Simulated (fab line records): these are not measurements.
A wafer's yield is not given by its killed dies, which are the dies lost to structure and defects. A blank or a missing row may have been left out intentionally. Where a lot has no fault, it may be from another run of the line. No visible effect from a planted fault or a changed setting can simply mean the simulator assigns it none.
Matching of chambers + flow berkeley-cmos170 + UCB170_V2_CVD_00 on pecvd-02: 3 sister chambers
The step deposits SiO2 from TEOS/O2, target thk 2000 nm, time 250 s. 6 wafers are shown with their chamber, then 7 later ones without.

== WAFERS, EACH WITH ITS CHAMBER ==
| wafer  | chamber | heater-power-w (W) |
|--------|---------|--------------------|
| L169.5 | 2       | 170                |
| L174.2 | 1       | 266                |
| L174.3 | 0       | 291                |
| L174.6 | 1       | 332                |
| L178.2 | 0       | 287                |
| L178.3 | 2       | 180                |

== WAFERS WITHOUT THEIR CHAMBER ==
| wafer  | heater-power-w (W) |
|--------|--------------------|
| L178.4 | 236                |
| L176.2 | 283                |
| L176.5 | 351                |
| L176.6 | 243                |
| L181.2 | 295                |
| L181.3 | 201                |
| L181.6 | 232                |

== WHICH CHAMBER EACH WENT THROUGH ==
| wafer  | from the rows above          | in truth |
|--------|------------------------------|----------|
| L178.4 | can't be placed: 0 or 2 or 1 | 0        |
| L176.2 | can't be placed: 0 or 1      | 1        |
| L176.5 | can't be placed: 1 or 0      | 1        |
| L176.6 | can't be placed: 0 or 1 or 2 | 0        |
| L181.2 | can't be placed: 1 or 0      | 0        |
| L181.3 | 2                            | 2        |
| L181.6 | can't be placed: 0 or 2 or 1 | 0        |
Placed correctly: 1 of 7. Can't be placed from these rows: 6 (the true chamber is among the candidates in 6). Placed wrongly: 0.
How it was worked out, from the rows above alone: a wafer's distance from a chamber is the root of the sum, over the readings, of the square of ((its reading less the chamber's mean) divided by the reading's scatter). If the next closest chamber is less than 2 further off than the closest, the wafer can't be placed; otherwise it belongs to the closest. A chamber's mean is the mean of its shown wafers. How the scatter is found: for the shown wafers, subtract from each reading the mean of its chamber, square and add these, divide the total by (wafers less chambers), then take the root.
